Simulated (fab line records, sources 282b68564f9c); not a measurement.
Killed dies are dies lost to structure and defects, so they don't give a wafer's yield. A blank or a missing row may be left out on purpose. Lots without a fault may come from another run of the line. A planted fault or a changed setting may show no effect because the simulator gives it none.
Chamber matching | flow rit_cmos | RIT_GATE_ETCH_19 on rie_si-02: 4 sister chambers
The step etches poly-Si in SF6/CHF3/O2, stops on SiO2, time 165 s, target depth 312.5 nm. 8 wafers are shown with their chamber, then 9 later ones without.

WAFERS WITH THEIR CHAMBER
wafer  | chamber | drypump_motor_current_A (A) | throttle_valve_pct (%)
L824.4 | 3       | 5.8                         | 10.25
L826.1 | 3       | 5.8                         | 10.25
L830.1 | 2       | 6.4                         | 10.43
L830.2 | 0       | 5.7                         | 10.34
L830.6 | 1       | 6.1                         | 10.27
L834.1 | 1       | 6.1                         | 10.26
L834.2 | 2       | 6.5                         | 10.44
L834.5 | 0       | 5.7                         | 10.34

WAFERS WITHOUT THEIR CHAMBER
wafer  | drypump_motor_current_A (A) | throttle_valve_pct (%)
L836.2 | 5.8                         | 10.35
L836.3 | 6.5                         | 10.43
L836.5 | 5.9                         | 10.26
L838.3 | 5.8                         | 10.28
L838.5 | 6.5                         | 10.45
L838.6 | 5.7                         | 10.34
L840.1 | 5.8                         | 10.33
L840.3 | 5.8                         | 10.25
L840.6 | 5.8                         | 10.34

WHICH CHAMBER EACH WENT THROUGH
wafer  | from the rows above | in truth
L836.2 | 0                   | 0
L836.3 | 2                   | 2
L836.5 | 3                   | 3
L838.3 | 3                   | 3
L838.5 | 2                   | 2
L838.6 | 0                   | 0
L840.1 | 0                   | 0
L840.3 | 3                   | 3
L840.6 | 0                   | 0
Placed correctly: 9 of 9. Can't be placed from these rows: 0. Placed wrongly: 0.
How it was worked out, from the rows above alone: a wafer's distance from a chamber is the root of the sum, over the readings, of the square of ((its reading less the chamber's mean) divided by the reading's scatter). The wafer belongs to the nearest chamber; if the next one is less than 2 further off, it can't be placed. A chamber's mean is the mean of its shown wafers. The scatter: the root of (the sum of the squares of (reading less its chamber's mean) over the shown wafers, divided by (wafers less chambers)).
